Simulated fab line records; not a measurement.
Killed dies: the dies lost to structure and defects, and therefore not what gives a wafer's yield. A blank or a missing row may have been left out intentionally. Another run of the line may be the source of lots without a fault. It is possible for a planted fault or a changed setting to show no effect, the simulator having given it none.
One fault through the eyes of 2 desks | flow berkeley cmos170 | numbers are kept per desk, each desk with only its own; the story behind them comes last

== FROM THE METROLOGY DESK ==
Lot by lot, what the gauges showed, no matter which tool ran the lot: averages of those sampled wafers that carry a number. Marked OUT: a lot whose mean sits more than 4 standard deviations from the usual mean, which makes it out of limits; the brackets give that distance.
Columns: A = GATE_OVL at UCB170_GATE_OVL_MEAS_13, usual -1 nm
lot  | first seen here | A
L903 | day 7 11:51     | -3
L904 | day 7 12:08     | 4
L907 | day 8 02:00     | -11
L906 | day 8 02:14     | 6
L905 | day 8 02:30     | -5
L912 | day 8 18:24     | 0
L915 | day 9 13:41     | 6
L913 | day 9 13:51     | 5
L914 | day 9 13:58     | 6
L917 | day 9 23:26     | -6
L918 | day 10 06:37    | -1
L920 | day 10 07:44    | -6
L923 | day 10 22:31    | -2
L924 | day 10 22:50    | -5
L926 | day 11 14:29    | -8
This desk found nothing out of limits on any of the 15 lots.

== TOOL OWNER'S DESK, litho track-03 ==
The tool's own readings at UCB170_PVT_COAT_01 (resist thk 900 nm): means of the sampled wafers that have a number, for each lot that ran on this tool. Marked OUT: a lot whose mean sits more than 4 standard deviations from the usual mean, which makes it out of limits; the brackets give that distance.
Columns: A = spin speed rpm at UCB170_PVT_COAT_01, usual 1500.1 rpm
lot  | first seen here | A
L904 | day 6 14:02     | 1499.5
L907 | day 7 12:09     | 1499.7
L906 | day 7 12:36     | 1500.2
L912 | day 8 05:04     | 1499.6
L915 | day 9 02:05     | 1500.5
L914 | day 9 02:34     | 1501.0
L918 | day 9 17:13     | 1450.5 (-45) OUT
L920 | day 9 17:41     | 1450.2 (-45) OUT
L924 | day 10 09:41    | 1451.4 (-44) OUT
This desk finds L918, L920, L924 out of limits, L918 being first, at day 9 17:13 (spin speed rpm at UCB170_PVT_COAT_01). L904, L907, L906, L912, L915, L914: within limits.

== TAKEN TOGETHER ==
On L918, L920, L924, at day 9 17:13, an alarm was possible from the tool owner's desk.
Metrology desk: nothing out of limits seen.
The metrology desk holds a record of L918, L920, L924, inside its limits.
Every lot named ran UCB170_PVT_COAT_01 on litho track-03.

== WHAT HAD BEEN PUT IN BY THE SIMULATOR ==
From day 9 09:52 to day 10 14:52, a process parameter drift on litho track-03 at UCB170_PVT_COAT_01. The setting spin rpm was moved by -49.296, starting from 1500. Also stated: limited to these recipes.
Shown lots that were struck: L918, L920, L924.
Delay in hours, fault start to first out-of-limits reading, by desk: the tool owner's desk at 7.
